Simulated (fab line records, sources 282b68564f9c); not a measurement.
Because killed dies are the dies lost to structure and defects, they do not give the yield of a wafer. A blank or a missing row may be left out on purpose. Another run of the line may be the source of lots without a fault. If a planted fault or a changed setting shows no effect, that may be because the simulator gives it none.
8D (eight disciplines) problem report, filled in by code + flow rit-cmos + the parts of the form that need people (team, actions taken, sign-off) are left out

1. THE ISSUE
Mean of run-length-s at RIT_SPACER_ETCHBACK_05: 379.9 s across 6 wafers in 2 lots; on wafers with no fault it is 268.3 s (standard deviation 0.43). So: +99 or more standard deviations from the usual mean.
The step: etches Si3N4 in SF6/CHF3, stops on SiO2, target depth 250 nm, time 240 s.
The first sign was on wafer L540.3 at day 6 15:51, on rie-diel-01. At this step, 42 wafers from 14 lots have a number in the record. The rule behind "out" and "out of limits": a value lying over 4 standard deviations away from the usual mean. The rest of the wafers with a number are treated as sound.

2. WHAT IT IS, AND WHAT IT ISN'T
| question                    | is                           | is not                                                                          |
|-----------------------------|------------------------------|---------------------------------------------------------------------------------|
| which readings at this step | run-length-s, oes-product-au | drypump-motor-current-A, throttle-valve-pct                                     |
| which lots                  | L540, L542                   | L524, L525, L527, L528, L529, L531, L532, L533, L534, L541, L545, L546          |
| which wafers of those lots  | all that have a number       | -                                                                               |
| read on which tools         | rie-diel-01                  | rie-diel-03, rie-diel-04                                                        |
| when                        | from day 6 15:51             | up to then (27 sound wafers); but 9 sound wafers of L541, L545, L546 came after |

3. THE SUSPECTS, EACH WITH WHAT RULES IT OUT
Counting: any tool at a process step up to the reading is kept as a suspect provided that every lot that is out went through it and no sound lot did after the first of them.
- rie-diel-01 at RIT_SPACER_ETCHBACK_05 (etches Si3N4 in SF6/CHF3, stops on SiO2, target depth 250 nm, time 240 s): kept. Every lot that is out went through it, starting with L540 (day 6 15:51), and after that it ran no sound lot; the last sound lot it ran before then is L534 (day 5 10:49). Its own oes-product-au, run-length-s readings are out on those wafers.
Left after counting: rie-diel-01 at RIT_SPACER_ETCHBACK_05.

4. THE CAUSE (what the simulator had put in)
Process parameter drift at RIT_SPACER_ETCHBACK_05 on rie-diel-01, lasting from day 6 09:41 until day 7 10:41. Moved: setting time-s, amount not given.
Only this tool survived the counting.

5. SEQUENCE OF EFFECTS, ordered by route
Rows list readings where the struck wafers' mean (over those with a number) sits beyond 3 standard deviations from the usual. Only readings whose record carries a usual standard deviation are examined. hours: median over the lots of the time between each lot's start at the first step of this table that gives one and its start at this step. sigmas: the change, counted in usual standard deviations.
| hours | step                   | reading        | usual      | on struck wafers | change | sigmas      |
|-------|------------------------|----------------|------------|------------------|--------|-------------|
| 0     | RIT_SPACER_ETCHBACK_05 | oes-product-au | 0.849 a.u. | 0.657            | -0.192 | -12         |
| 0     | RIT_SPACER_ETCHBACK_05 | run-length-s   | 268.3 s    | 379.9            | +111.6 | +99 or more |
The process steps in it:
- RIT_SPACER_ETCHBACK_05: etches Si3N4 in SF6/CHF3, stops on SiO2, target depth 250 nm, time 240 s.

6. WHAT WOULD HAVE CAUGHT IT SOONER
First out-of-limits reading in this record: day 6 15:51, which is 6 hours after fault onset at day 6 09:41.
